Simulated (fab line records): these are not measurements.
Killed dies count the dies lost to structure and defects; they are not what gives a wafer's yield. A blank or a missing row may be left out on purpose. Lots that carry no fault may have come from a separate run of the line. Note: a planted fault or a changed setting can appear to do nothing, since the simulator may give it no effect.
Which tool is to blame? || flow berkeley_cmos170 || 42 wafers from 14 lots sampled at 6 of the route's 331 steps

## WHAT THE GAUGES SHOWED, per wafer
UCB170_GATE_THK_MEAS_02.
{"lot": "L456", "measured": "day 5 13:02", "on": "film_metro-01", "GATE_OXIDE_THK (nm)": "6.57 6.69 6.54"}
{"lot": "L457", "measured": "day 5 20:43", "on": "film_metro-02", "GATE_OXIDE_THK (nm)": "6.78 6.60 6.59"}
{"lot": "L459", "measured": "day 6 14:07", "on": "film_metro-03", "GATE_OXIDE_THK (nm)": "6.54 6.48 6.47"}
{"lot": "L465", "measured": "day 7 14:27", "on": "film_metro-02", "GATE_OXIDE_THK (nm)": "6.70 6.79 6.81"}
{"lot": "L467", "measured": "day 7 21:21", "on": "film_metro-02", "GATE_OXIDE_THK (nm)": "6.66 6.59 6.65"}
{"lot": "L470", "measured": "day 8 18:53", "on": "film_metro-03", "GATE_OXIDE_THK (nm)": "6.48 6.51 6.34"}
{"lot": "L471", "measured": "day 9 00:25", "on": "film_metro-02", "GATE_OXIDE_THK (nm)": "6.59 6.44 6.51"}
{"lot": "L474", "measured": "day 9 05:53", "on": "film_metro-01", "GATE_OXIDE_THK (nm)": "6.67 6.61 6.59"}
{"lot": "L472", "measured": "day 9 05:56", "on": "film_metro-03", "GATE_OXIDE_THK (nm)": "6.60 6.72 6.60"}
{"lot": "L473", "measured": "day 9 05:54", "on": "film_metro-03", "GATE_OXIDE_THK (nm)": "6.47 6.55 6.61"}
{"lot": "L475", "measured": "day 9 05:53", "on": "film_metro-02", "GATE_OXIDE_THK (nm)": "6.48 6.57 6.57"}
{"lot": "L476", "measured": "day 10 03:23", "on": "film_metro-01", "GATE_OXIDE_THK (nm)": "6.35 6.38 6.29"}
{"lot": "L477", "measured": "day 10 03:23", "on": "film_metro-02", "GATE_OXIDE_THK (nm)": "6.61 6.62 6.58"}
{"lot": "L478", "measured": "day 10 03:23", "on": "film_metro-03", "GATE_OXIDE_THK (nm)": "6.66 6.71 6.65"}

UCB170_V1_THK_MEAS_01.
{"lot": "L456", "measured": "day 7 03:35", "on": "film_metro-01", "V1_TEOS_THK (nm)": "1997 2025 2003"}
{"lot": "L457", "measured": "day 7 14:38", "on": "film_metro-01", "V1_TEOS_THK (nm)": "2001 2029 2012"}
{"lot": "L459", "measured": "day 7 20:00", "on": "film_metro-04", "V1_TEOS_THK (nm)": "2002 2025 1998"}
{"lot": "L465", "measured": "day 9 00:15", "on": "film_metro-03", "V1_TEOS_THK (nm)": "1961 1994 1955"}
{"lot": "L467", "measured": "day 9 11:44", "on": "film_metro-04", "V1_TEOS_THK (nm)": "1964 2005 2038"}
{"lot": "L470", "measured": "day 10 06:07", "on": "film_metro-03", "V1_TEOS_THK (nm)": "1968 2012 1997"}
{"lot": "L471", "measured": "day 10 06:08", "on": "film_metro-04", "V1_TEOS_THK (nm)": "2001 2052 1996"}
{"lot": "L474", "measured": "day 10 16:29", "on": "film_metro-04", "V1_TEOS_THK (nm)": "1998 1989 2013"}
{"lot": "L472", "measured": "day 10 16:29", "on": "film_metro-01", "V1_TEOS_THK (nm)": "1926 2000 1970"}
{"lot": "L473", "measured": "day 10 16:40", "on": "film_metro-01", "V1_TEOS_THK (nm)": "1980 2002 2002"}
{"lot": "L475", "measured": "day 10 16:29", "on": "film_metro-03", "V1_TEOS_THK (nm)": "1974 1992 1957"}
{"lot": "L476", "measured": "day 11 16:47", "on": "film_metro-03", "V1_TEOS_THK (nm)": "1962 1983 1983"}
{"lot": "L477", "measured": "day 11 16:45", "on": "film_metro-04", "V1_TEOS_THK (nm)": "1999 2025 2002"}
{"lot": "L478", "measured": "day 11 16:44", "on": "film_metro-03", "V1_TEOS_THK (nm)": "1961 2000 2021"}

UCB170_M2_CD_MEAS_90: target cd 700 nm.
{"lot": "L456", "measured": "day 7 08:55", "on": "cd_sem-01", "cd_nm (nm)": "701 705 706"}
{"lot": "L457", "measured": "day 7 21:29", "on": "cd_sem-02", "cd_nm (nm)": "707 706 700"}
{"lot": "L459", "measured": "day 8 01:32", "on": "cd_sem-01", "cd_nm (nm)": "698 705 701"}
{"lot": "L465", "measured": "day 9 05:47", "on": "cd_sem-02", "cd_nm (nm)": "- - -"}
{"lot": "L467", "measured": "day 9 17:09", "on": "cd_sem-01", "cd_nm (nm)": "- - -"}
{"lot": "L470", "measured": "day 10 12:08", "on": "cd_sem-01", "cd_nm (nm)": "707 704 704"}
{"lot": "L471", "measured": "day 10 12:05", "on": "cd_sem-02", "cd_nm (nm)": "695 697 703"}
{"lot": "L474", "measured": "day 10 22:48", "on": "cd_sem-01", "cd_nm (nm)": "706 700 697"}
{"lot": "L472", "measured": "day 10 21:58", "on": "cd_sem-01", "cd_nm (nm)": "701 702 702"}
{"lot": "L473", "measured": "day 10 23:24", "on": "cd_sem-01", "cd_nm (nm)": "698 700 701"}
{"lot": "L475", "measured": "day 10 22:14", "on": "cd_sem-01", "cd_nm (nm)": "703 699 701"}
{"lot": "L476", "measured": "day 11 22:18", "on": "cd_sem-01", "cd_nm (nm)": "706 702 705"}
{"lot": "L477", "measured": "day 11 21:52", "on": "cd_sem-02", "cd_nm (nm)": "698 707 706"}
{"lot": "L478", "measured": "day 11 21:39", "on": "cd_sem-01", "cd_nm (nm)": "699 704 704"}

## EACH LOT AND THE TOOL THAT RAN IT (in order: tool; ch and the chambers of the sampled wafers; start)
{"lot": "L456", "UCB170_PFIELD_STRIP_08": "plasma_asher-04 ch 0,1, day 4 02:12", "UCB170_M2_METAL_ETCH_18": "rie_metal-01 ch 0,1, day 7 08:37", "UCB170_M2_STRIP_19": "plasma_asher-04 ch 0,1, day 7 08:46"}
{"lot": "L457", "UCB170_PFIELD_STRIP_08": "plasma_asher-04 ch 0,1, day 4 08:59", "UCB170_M2_METAL_ETCH_18": "rie_metal-01 ch 0,1, day 7 21:11", "UCB170_M2_STRIP_19": "plasma_asher-03 ch 0,1, day 7 21:23"}
{"lot": "L459", "UCB170_PFIELD_STRIP_08": "plasma_asher-03 ch 0,1, day 5 06:23", "UCB170_M2_METAL_ETCH_18": "rie_metal-01 ch 0,1, day 8 01:14", "UCB170_M2_STRIP_19": "plasma_asher-03 ch 0,1, day 8 01:25"}
{"lot": "L465", "UCB170_PFIELD_STRIP_08": "plasma_asher-01 ch 0,1, day 6 03:01", "UCB170_M2_METAL_ETCH_18": "rie_metal-04 ch 0,1, day 9 05:30", "UCB170_M2_STRIP_19": "plasma_asher-01 ch 0,1, day 9 05:41"}
{"lot": "L467", "UCB170_PFIELD_STRIP_08": "plasma_asher-03 ch 0,1, day 6 14:19", "UCB170_M2_METAL_ETCH_18": "rie_metal-04 ch 0,1, day 9 16:50", "UCB170_M2_STRIP_19": "plasma_asher-04 ch 0, day 9 17:02"}
{"lot": "L470", "UCB170_PFIELD_STRIP_08": "plasma_asher-04 ch 0,1, day 7 06:37", "UCB170_M2_METAL_ETCH_18": "rie_metal-04 ch 0,1, day 10 11:49", "UCB170_M2_STRIP_19": "plasma_asher-04 ch 0,1, day 10 12:01"}
{"lot": "L471", "UCB170_PFIELD_STRIP_08": "plasma_asher-04 ch 0,1, day 7 17:22", "UCB170_M2_METAL_ETCH_18": "rie_metal-03 ch 0,1, day 10 11:48", "UCB170_M2_STRIP_19": "plasma_asher-03 ch 0,1, day 10 11:58"}
{"lot": "L474", "UCB170_PFIELD_STRIP_08": "plasma_asher-03 ch 1, day 7 22:08", "UCB170_M2_METAL_ETCH_18": "rie_metal-03 ch 0,1, day 10 22:31", "UCB170_M2_STRIP_19": "plasma_asher-01 ch 0,1, day 10 22:42"}
{"lot": "L472", "UCB170_PFIELD_STRIP_08": "plasma_asher-03 ch 0,1, day 7 22:21", "UCB170_M2_METAL_ETCH_18": "rie_metal-04 ch 0, day 10 21:41", "UCB170_M2_STRIP_19": "plasma_asher-04 ch 0,1, day 10 21:52"}
{"lot": "L473", "UCB170_PFIELD_STRIP_08": "plasma_asher-04 ch 0,1, day 7 22:26", "UCB170_M2_METAL_ETCH_18": "rie_metal-04 ch 0,1, day 10 23:08", "UCB170_M2_STRIP_19": "plasma_asher-03 ch 0,1, day 10 23:18"}
{"lot": "L475", "UCB170_PFIELD_STRIP_08": "plasma_asher-04 ch 0,1, day 8 01:52", "UCB170_M2_METAL_ETCH_18": "rie_metal-01 ch 0,1, day 10 21:57", "UCB170_M2_STRIP_19": "plasma_asher-03 ch 0,1, day 10 22:08"}
{"lot": "L476", "UCB170_PFIELD_STRIP_08": "plasma_asher-03 ch 0,1, day 8 14:58", "UCB170_M2_METAL_ETCH_18": "rie_metal-04 ch 0,1, day 11 21:59", "UCB170_M2_STRIP_19": "plasma_asher-03 ch 0,1, day 11 22:11"}
{"lot": "L477", "UCB170_PFIELD_STRIP_08": "plasma_asher-04 ch 0,1, day 8 15:08", "UCB170_M2_METAL_ETCH_18": "rie_metal-03 ch 0,1, day 11 21:36", "UCB170_M2_STRIP_19": "plasma_asher-01 ch 0,1, day 11 21:45"}
{"lot": "L478", "UCB170_PFIELD_STRIP_08": "plasma_asher-01 ch 0,1, day 8 20:21", "UCB170_M2_METAL_ETCH_18": "rie_metal-04 ch 0,1, day 11 21:23", "UCB170_M2_STRIP_19": "plasma_asher-04 ch 0,1, day 11 21:32"}
- UCB170_PFIELD_STRIP_08: strips in O2.
- UCB170_M2_METAL_ETCH_18: etches Al in Cl2/BCl3, stops on SiO2, target depth 1170 nm, time 195 s.
- UCB170_M2_STRIP_19: strips in O2.

## AS READ BY THE TOOLS THEMSELVES (means over the sampled wafers that have a number; for cases with no such wafer, the mark the record gives instead)
UCB170_PFIELD_STRIP_08.
{"lot": "L456", "tool": "plasma_asher-04", "drypump_motor_current_A (A)": 6.1, "oes_product_au (a.u.)": 0.735, "strip_time_to_endpoint_s (s)": 21.90}
{"lot": "L457", "tool": "plasma_asher-04", "drypump_motor_current_A (A)": 6.1, "oes_product_au (a.u.)": 0.736, "strip_time_to_endpoint_s (s)": 21.88}
{"lot": "L459", "tool": "plasma_asher-03", "drypump_motor_current_A (A)": 5.4, "oes_product_au (a.u.)": 0.734, "strip_time_to_endpoint_s (s)": 21.83}
{"lot": "L465", "tool": "plasma_asher-01", "drypump_motor_current_A (A)": 5.7, "oes_product_au (a.u.)": 0.735, "strip_time_to_endpoint_s (s)": 21.84}
{"lot": "L467", "tool": "plasma_asher-03", "drypump_motor_current_A (A)": 5.5, "oes_product_au (a.u.)": 0.737, "strip_time_to_endpoint_s (s)": 21.79}
{"lot": "L470", "tool": "plasma_asher-04", "drypump_motor_current_A (A)": 6.1, "oes_product_au (a.u.)": 0.740, "strip_time_to_endpoint_s (s)": 21.91}
{"lot": "L471", "tool": "plasma_asher-04", "drypump_motor_current_A (A)": 6.1, "oes_product_au (a.u.)": 0.736, "strip_time_to_endpoint_s (s)": 21.80}
{"lot": "L474", "tool": "plasma_asher-03", "drypump_motor_current_A (A)": 5.5, "oes_product_au (a.u.)": 0.727, "strip_time_to_endpoint_s (s)": 21.85}
{"lot": "L472", "tool": "plasma_asher-03", "drypump_motor_current_A (A)": 5.5, "oes_product_au (a.u.)": 0.731, "strip_time_to_endpoint_s (s)": 21.82}
{"lot": "L473", "tool": "plasma_asher-04", "drypump_motor_current_A (A)": 6.1, "oes_product_au (a.u.)": 0.742, "strip_time_to_endpoint_s (s)": 21.85}
{"lot": "L475", "tool": "plasma_asher-04", "drypump_motor_current_A (A)": 6.1, "oes_product_au (a.u.)": 0.737, "strip_time_to_endpoint_s (s)": 21.87}
{"lot": "L476", "tool": "plasma_asher-03", "drypump_motor_current_A (A)": 5.5, "oes_product_au (a.u.)": 0.736, "strip_time_to_endpoint_s (s)": 21.85}
{"lot": "L477", "tool": "plasma_asher-04", "drypump_motor_current_A (A)": 6.4, "oes_product_au (a.u.)": 0.735, "strip_time_to_endpoint_s (s)": 21.97}
{"lot": "L478", "tool": "plasma_asher-01", "drypump_motor_current_A (A)": 5.7, "oes_product_au (a.u.)": 0.735, "strip_time_to_endpoint_s (s)": 21.81}

UCB170_M2_METAL_ETCH_18.
{"lot": "L456", "tool": "rie_metal-01", "bcl3_flow_sccm (sccm)": 45.01, "bias_w (W)": 119.8, "drypump_motor_current_A (A)": 5.3, "oes_product_au (a.u.)": 0.858, "throttle_valve_pct (%)": 24.54}
{"lot": "L457", "tool": "rie_metal-01", "bcl3_flow_sccm (sccm)": 44.94, "bias_w (W)": 119.7, "drypump_motor_current_A (A)": 5.3, "oes_product_au (a.u.)": 0.851, "throttle_valve_pct (%)": 24.54}
{"lot": "L459", "tool": "rie_metal-01", "bcl3_flow_sccm (sccm)": 45.08, "bias_w (W)": 120.0, "drypump_motor_current_A (A)": 5.1, "oes_product_au (a.u.)": 0.858, "throttle_valve_pct (%)": 24.50}
{"lot": "L465", "tool": "rie_metal-04", "bcl3_flow_sccm (sccm)": "-", "bias_w (W)": "-", "drypump_motor_current_A (A)": "-", "oes_product_au (a.u.)": "-", "throttle_valve_pct (%)": "-"}
{"lot": "L467", "tool": "rie_metal-04", "bcl3_flow_sccm (sccm)": "-", "bias_w (W)": "-", "drypump_motor_current_A (A)": "-", "oes_product_au (a.u.)": "-", "throttle_valve_pct (%)": "-"}
{"lot": "L470", "tool": "rie_metal-04", "bcl3_flow_sccm (sccm)": 45.04, "bias_w (W)": 120.0, "drypump_motor_current_A (A)": 6.1, "oes_product_au (a.u.)": 0.863, "throttle_valve_pct (%)": 24.77}
{"lot": "L471", "tool": "rie_metal-03", "bcl3_flow_sccm (sccm)": 45.05, "bias_w (W)": 120.0, "drypump_motor_current_A (A)": 5.0, "oes_product_au (a.u.)": 0.869, "throttle_valve_pct (%)": 24.62}
{"lot": "L474", "tool": "rie_metal-03", "bcl3_flow_sccm (sccm)": 45.04, "bias_w (W)": 120.4, "drypump_motor_current_A (A)": 5.0, "oes_product_au (a.u.)": 0.866, "throttle_valve_pct (%)": 24.62}
{"lot": "L472", "tool": "rie_metal-04", "bcl3_flow_sccm (sccm)": 45.12, "bias_w (W)": 119.7, "drypump_motor_current_A (A)": 6.8, "oes_product_au (a.u.)": 0.840, "throttle_valve_pct (%)": 24.83}
{"lot": "L473", "tool": "rie_metal-04", "bcl3_flow_sccm (sccm)": 44.95, "bias_w (W)": 119.9, "drypump_motor_current_A (A)": 6.4, "oes_product_au (a.u.)": 0.850, "throttle_valve_pct (%)": 24.80}
{"lot": "L475", "tool": "rie_metal-01", "bcl3_flow_sccm (sccm)": 44.94, "bias_w (W)": 119.8, "drypump_motor_current_A (A)": 5.1, "oes_product_au (a.u.)": 0.857, "throttle_valve_pct (%)": 24.50}
{"lot": "L476", "tool": "rie_metal-04", "bcl3_flow_sccm (sccm)": 44.98, "bias_w (W)": 119.7, "drypump_motor_current_A (A)": 6.4, "oes_product_au (a.u.)": 0.863, "throttle_valve_pct (%)": 24.79}
{"lot": "L477", "tool": "rie_metal-03", "bcl3_flow_sccm (sccm)": 45.11, "bias_w (W)": 120.3, "drypump_motor_current_A (A)": 5.2, "oes_product_au (a.u.)": 0.852, "throttle_valve_pct (%)": 24.68}
{"lot": "L478", "tool": "rie_metal-04", "bcl3_flow_sccm (sccm)": 45.14, "bias_w (W)": 119.5, "drypump_motor_current_A (A)": 6.4, "oes_product_au (a.u.)": 0.852, "throttle_valve_pct (%)": 24.80}

UCB170_M2_STRIP_19.
{"lot": "L456", "tool": "plasma_asher-04", "drypump_motor_current_A (A)": 6.4, "oes_product_au (a.u.)": 0.555}
{"lot": "L457", "tool": "plasma_asher-03", "drypump_motor_current_A (A)": 5.5, "oes_product_au (a.u.)": 0.544}
{"lot": "L459", "tool": "plasma_asher-03", "drypump_motor_current_A (A)": 5.5, "oes_product_au (a.u.)": 0.548}
{"lot": "L465", "tool": "plasma_asher-01", "drypump_motor_current_A (A)": 6.1, "oes_product_au (a.u.)": 0.722}
{"lot": "L467", "tool": "plasma_asher-04", "drypump_motor_current_A (A)": 6.6, "oes_product_au (a.u.)": 0.727}
{"lot": "L470", "tool": "plasma_asher-04", "drypump_motor_current_A (A)": 6.4, "oes_product_au (a.u.)": 0.545}
{"lot": "L471", "tool": "plasma_asher-03", "drypump_motor_current_A (A)": 5.5, "oes_product_au (a.u.)": 0.536}
{"lot": "L474", "tool": "plasma_asher-01", "drypump_motor_current_A (A)": 6.1, "oes_product_au (a.u.)": 0.529}
{"lot": "L472", "tool": "plasma_asher-04", "drypump_motor_current_A (A)": 6.4, "oes_product_au (a.u.)": 0.517}
{"lot": "L473", "tool": "plasma_asher-03", "drypump_motor_current_A (A)": 5.5, "oes_product_au (a.u.)": 0.538}
{"lot": "L475", "tool": "plasma_asher-03", "drypump_motor_current_A (A)": 5.5, "oes_product_au (a.u.)": 0.541}
{"lot": "L476", "tool": "plasma_asher-03", "drypump_motor_current_A (A)": 5.4, "oes_product_au (a.u.)": 0.528}
{"lot": "L477", "tool": "plasma_asher-01", "drypump_motor_current_A (A)": 6.1, "oes_product_au (a.u.)": 0.548}
{"lot": "L478", "tool": "plasma_asher-04", "drypump_motor_current_A (A)": 6.4, "oes_product_au (a.u.)": 0.533}

## THE ANSWER, worked out from the rows above alone
Rule: the usual values come from the lots themselves. Put in order of their means at a reading, lots are off if they are a third of the lots or fewer, leave a main group of 4 or more, and stand apart from it by a gap of 3 or more times the standard deviation of the main group's means; of several such gaps the widest counts. A main group whose means are all the same, to the digits that the tables above print for the reading, isn't used. Also off: a lot with no number at a reading for which 4 or more lots have one. The other lots that the step has rows for count as sound. Order of review: gauges by route order, followed by the tools' own readings, for which a lot's mean as printed above is used. The first step at which some lot is off is used, and at that step the reading that is off furthest; a lot without a number counts as furthest.
Off: L465, L467 (UCB170_M2_CD_MEAS_90, cd_nm). Without a number there: L465, L467. For the main group the mean is 702 nm and the standard deviation 2.
If a tool, at a process step before that reading, ran all the lots that are off and no sound lot after the first of them, it fits. Not tried: the gauges at UCB170_M2_CD_MEAS_90; whatever is off there is also off at UCB170_M2_METAL_ETCH_18, on other tools, and gauge error can't account for it. No candidate that was tried fits.

## WHAT THE SIMULATOR HAD PUT IN
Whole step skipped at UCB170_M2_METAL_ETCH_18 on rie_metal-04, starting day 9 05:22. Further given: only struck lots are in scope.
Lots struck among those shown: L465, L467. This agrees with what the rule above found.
